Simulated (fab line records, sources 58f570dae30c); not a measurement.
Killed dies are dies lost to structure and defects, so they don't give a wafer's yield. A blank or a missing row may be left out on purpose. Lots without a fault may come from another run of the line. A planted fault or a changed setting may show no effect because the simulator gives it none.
Which tool did it? | flow berkeley_cmos170 | 7 lots, 21 wafers sampled, at 2 steps of a route of 331

WHAT THE GAUGES READ, wafer by wafer
UCB170_M2_OVL_MEAS_16.
lot  | measured     | on         | M2_OVL (nm)
L601 | day 8 05:15  | overlay-02 | -3 2 1
L604 | day 9 06:47  | overlay-02 | -2 -2 0
L614 | day 10 18:27 | overlay-01 | -3 -8 -4
L613 | day 10 19:26 | overlay-02 | -7 -14 -6
L617 | day 10 22:16 | overlay-02 | -4 -6 -7
L621 | day 11 14:08 | overlay-02 | -2 -2 -2
L620 | day 11 22:59 | overlay-02 | -6 -7 -7

WHICH TOOL RAN EACH LOT (tool, then ch and the chambers of the sampled wafers, then the start)
lot  | UCB170_M2_STRIP_07
L601 | plasma_asher-02 ch 0,1, day 8 02:34
L604 | plasma_asher-02 ch 0,1, day 9 04:36
L614 | plasma_asher-03 ch 0,1, day 10 16:37
L613 | plasma_asher-03 ch 0,1, day 10 17:13
L617 | plasma_asher-02 ch 0,1, day 10 21:02
L621 | plasma_asher-02 ch 0,1, day 11 12:45
L620 | plasma_asher-01 ch 0,1, day 11 20:37
- UCB170_M2_STRIP_07: strips in O2.

THE ANSWER, worked out from the rows above alone
Rule: what is usual is taken from the lots themselves. Put in order of their means at a reading, lots are off if they are a third of the lots or fewer, leave a main group of 4 or more, and stand apart from it by a gap of 3 or more times the standard deviation of the main group's means; of several such gaps the widest counts. A main group whose means are all the same, to the digits that the tables above print for the reading, isn't used. A lot without any number at a reading at which 4 lots or more have one is off too. The other lots that the step has rows for count as sound.
No lot is off at any reading shown: from this, nothing can be told.

WHAT THE SIMULATOR HAD PUT IN
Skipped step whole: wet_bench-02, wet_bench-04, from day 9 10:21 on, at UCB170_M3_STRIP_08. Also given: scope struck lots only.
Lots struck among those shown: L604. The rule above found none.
